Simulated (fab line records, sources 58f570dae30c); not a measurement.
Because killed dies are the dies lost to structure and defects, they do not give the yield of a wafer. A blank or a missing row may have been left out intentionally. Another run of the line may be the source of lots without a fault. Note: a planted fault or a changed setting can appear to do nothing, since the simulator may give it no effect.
Which tool did it? | flow berkeley cmos170 | 39 wafers from 13 lots sampled at 5 of the route's 331 steps

WHAT THE GAUGES READ, wafer by wafer
UCB170_NSD_OVL_MEAS_07. Usual: NSD_OVL 1 nm, standard deviation 4.8.
lot  | measured     | on         | NSD_OVL (nm) | flag
L678 | day 6 15:36  | overlay-02 | 6 8 5        |
L679 | day 7 01:06  | overlay-01 | 4 2 -1       |
L681 | day 7 10:29  | overlay-02 | 4 0 -5       |
L682 | day 7 10:12  | overlay-02 | 6 5 4        |
L686 | day 8 10:03  | overlay-02 | 12 7 4       |
L687 | day 8 09:14  | overlay-01 | -2 -1 5      |
L691 | day 9 03:19  | overlay-01 | 11 2 3       |
L693 | day 10 02:55 | overlay-01 | -2 4 4       |
L694 | day 10 02:49 | overlay-01 | -6 -3 0      |
L697 | day 10 06:50 | overlay-02 | -6 1 -1      |
L698 | day 10 22:52 | overlay-02 | 3 6 6        |
L700 | day 11 13:44 | overlay-02 | -2 -4 10     |
L701 | day 11 13:29 | overlay-02 | -2 0 2       |

UCB170_V1_THK_MEAS_01. Usual: V1_TEOS_THK 2001 nm, standard deviation 23.
lot  | measured     | on            | V1_TEOS_THK (nm) | flag
L678 | day 7 04:34  | film metro-01 | 1986 1955 2034   |
L679 | day 7 15:16  | film metro-04 | 2022 2032 2019   |
L681 | day 8 01:24  | film metro-04 | 1983 1994 2022   |
L682 | day 8 01:23  | film metro-02 | 1978 1988 2008   |
L686 | day 9 00:28  | film metro-02 | 1992 2038 2031   |
L687 | day 9 00:28  | film metro-04 | 1990 2041 2041   |
L691 | day 9 16:55  | film metro-04 | 1605 2001 2032   | OFF
L693 | day 10 16:08 | film metro-02 | 1983 1977 2020   |
L694 | day 10 16:10 | film metro-01 | 2002 2053 2041   |
L697 | day 10 20:54 | film metro-04 | 1986 1984 2032   |
L698 | day 11 12:28 | film metro-04 | 1979 2005 2024   |
L700 | day 12 03:48 | film metro-02 | 2017 2009 2010   |
L701 | day 12 03:49 | film metro-04 | 1981 2042 1977   |

UCB170_M2_THK_MEAS_03: measures by xrf. Usual: M2_AL_THK 896 nm, standard deviation 12.
lot  | measured     | on            | M2_AL_THK (nm) | flag
L678 | day 7 07:40  | film metro-01 | 902 891 907    |
L679 | day 7 19:12  | film metro-04 | 888 902 886    |
L681 | day 8 04:04  | film metro-03 | 893 891 897    |
L682 | day 8 04:13  | film metro-01 | 892 892 897    |
L686 | day 9 04:10  | film metro-01 | 888 887 883    |
L687 | day 9 04:20  | film metro-01 | 883 881 885    |
L691 | day 9 20:48  | film metro-01 | 901 897 900    |
L693 | day 10 20:13 | film metro-01 | 898 899 899    |
L694 | day 10 19:57 | film metro-03 | 896 885 894    |
L697 | day 11 00:01 | film metro-03 | 906 907 903    |
L698 | day 11 15:27 | film metro-04 | 910 904 918    |
L700 | day 12 07:01 | film metro-01 | 919 908 917    |
L701 | day 12 07:14 | film metro-04 | 888 915 906    |

TOOL THAT RAN EACH LOT (tool first, then ch and the chambers of the sampled wafers, then the start)
lot  | UCB170_SPACER_ETCHBACK_03          | UCB170_V1_CVD_00
L678 | rie diel-01 ch 2,3, day 6 12:10    | pecvd-03 ch 0,2, day 7 04:20
L679 | rie diel-04 ch 0,2,3, day 6 21:10  | pecvd-01 ch 0,1,2, day 7 15:07
L681 | rie diel-04 ch 1,2, day 7 04:41    | pecvd-04 ch 0,2, day 8 01:14
L682 | rie diel-03 ch 0,1,3, day 7 04:41  | pecvd-03 ch 0,1, day 8 01:14
L686 | rie diel-04 ch 0,1,3, day 8 06:23  | pecvd-04 ch 1,2, day 9 00:18
L687 | rie diel-01 ch 0,2,3, day 8 06:23  | pecvd-01 ch 0,2, day 9 00:18
L691 | rie diel-03 ch 1,2, day 8 21:35    | pecvd-03 ch 0,1,2, day 9 16:45
L693 | rie diel-03 ch 0,2,3, day 9 22:34  | pecvd-04 ch 1,2, day 10 15:59
L694 | rie diel-04 ch 2,3, day 9 22:34    | pecvd-01 ch 0,2, day 10 15:59
L697 | rie diel-03 ch 0,1,2, day 10 03:58 | pecvd-01 ch 0,1, day 10 20:44
L698 | rie diel-04 ch 0,2, day 10 19:25   | pecvd-01 ch 0,1, day 11 12:18
L700 | rie diel-03 ch 2,3, day 11 05:37   | pecvd-04 ch 1,2, day 12 03:38
L701 | rie diel-01 ch 0,1, day 11 05:37   | pecvd-01 ch 0,1,2, day 12 03:38
- UCB170_SPACER_ETCHBACK_03: etches SiO2 in CHF3/CF4/Ar, stops on Si, target depth 376 nm, time 100 s.
- UCB170_V1_CVD_00: deposits SiO2 from TEOS/O2, target thk 2000 nm, time 250 s.

WHAT THE TOOLS THEMSELVES READ (means of the sampled wafers that have a number; where no wafer has one, the mark that the record gives instead)
UCB170_SPACER_ETCHBACK_03. Usual: drypump motor current A 5.5 A, standard deviation 0.49; oes product au 0.906 a.u., standard deviation 0.014; throttle valve pct 6.41 %, standard deviation 0.1.
lot  | tool        | drypump motor current A (A) | oes product au (a.u.) | throttle valve pct (%) | flag
L678 | rie diel-01 | 5.4                         | 0.916                 | 6.33                   |
L679 | rie diel-04 | 5.3                         | 0.918                 | 6.44                   |
L681 | rie diel-04 | 5.4                         | 0.895                 | 6.45                   |
L682 | rie diel-03 | 5.9                         | 0.894                 | 6.33                   |
L686 | rie diel-04 | 5.1                         | 0.923                 | 6.47                   |
L687 | rie diel-01 | 5.5                         | 0.922                 | 6.41                   |
L691 | rie diel-03 | 6.2                         | 0.909                 | 6.33                   |
L693 | rie diel-03 | 5.8                         | 0.909                 | 6.37                   |
L694 | rie diel-04 | 5.5                         | 0.897                 | 6.44                   |
L697 | rie diel-03 | 5.8                         | 0.895                 | 6.34                   |
L698 | rie diel-04 | 5.4                         | 0.903                 | 6.37                   |
L700 | rie diel-03 | 6.2                         | 0.897                 | 6.36                   |
L701 | rie diel-01 | 5.4                         | 0.904                 | 6.49                   |

UCB170_V1_CVD_00. Usual: heater power w reads 287 W (standard deviation 79).
lot  | tool     | heater power w (W) | flag
L678 | pecvd-03 | 267                |
L679 | pecvd-01 | 228                |
L681 | pecvd-04 | 344                |
L682 | pecvd-03 | 298                |
L686 | pecvd-04 | 324                |
L687 | pecvd-01 | 249                |
L691 | pecvd-03 | 276                |
L693 | pecvd-04 | 311                |
L694 | pecvd-01 | 212                |
L697 | pecvd-01 | 262                |
L698 | pecvd-01 | 277                |
L700 | pecvd-04 | 349                |
L701 | pecvd-01 | 257                |

THE ANSWER, worked out from the rows above alone
Rule: a lot is off if the mean of its wafers that have a number lies more than 3 standard deviations from the usual mean. Also off: a lot with no number at a reading for which 4 or more lots have one. Any other lot the step has rows for is counted as sound. After the gauges, taken in route order, come the tools' own readings; for these a lot's mean is taken, as printed above. At the first step where some lot is off, the reading lying furthest off is the one used; lots without a number count as furthest.
Off: L691, at UCB170_V1_THK_MEAS_01 (V1_TEOS_THK).
A tool fits if, at a process step before that reading, it ran every lot that is off, and no sound lot after the first of them. The gauges at UCB170_V1_THK_MEAS_01 are tried like those tools. One fits: UCB170_V1_CVD_00 on pecvd-03. A fault onset in the window from L682 (day 8 01:14, its last sound lot) to L691 (day 9 16:45, its first lot off) fits.

WHAT THE SIMULATOR HAD PUT IN
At UCB170_V1_CVD_00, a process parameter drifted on pecvd-03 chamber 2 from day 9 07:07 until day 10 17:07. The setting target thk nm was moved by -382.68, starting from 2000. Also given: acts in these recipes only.
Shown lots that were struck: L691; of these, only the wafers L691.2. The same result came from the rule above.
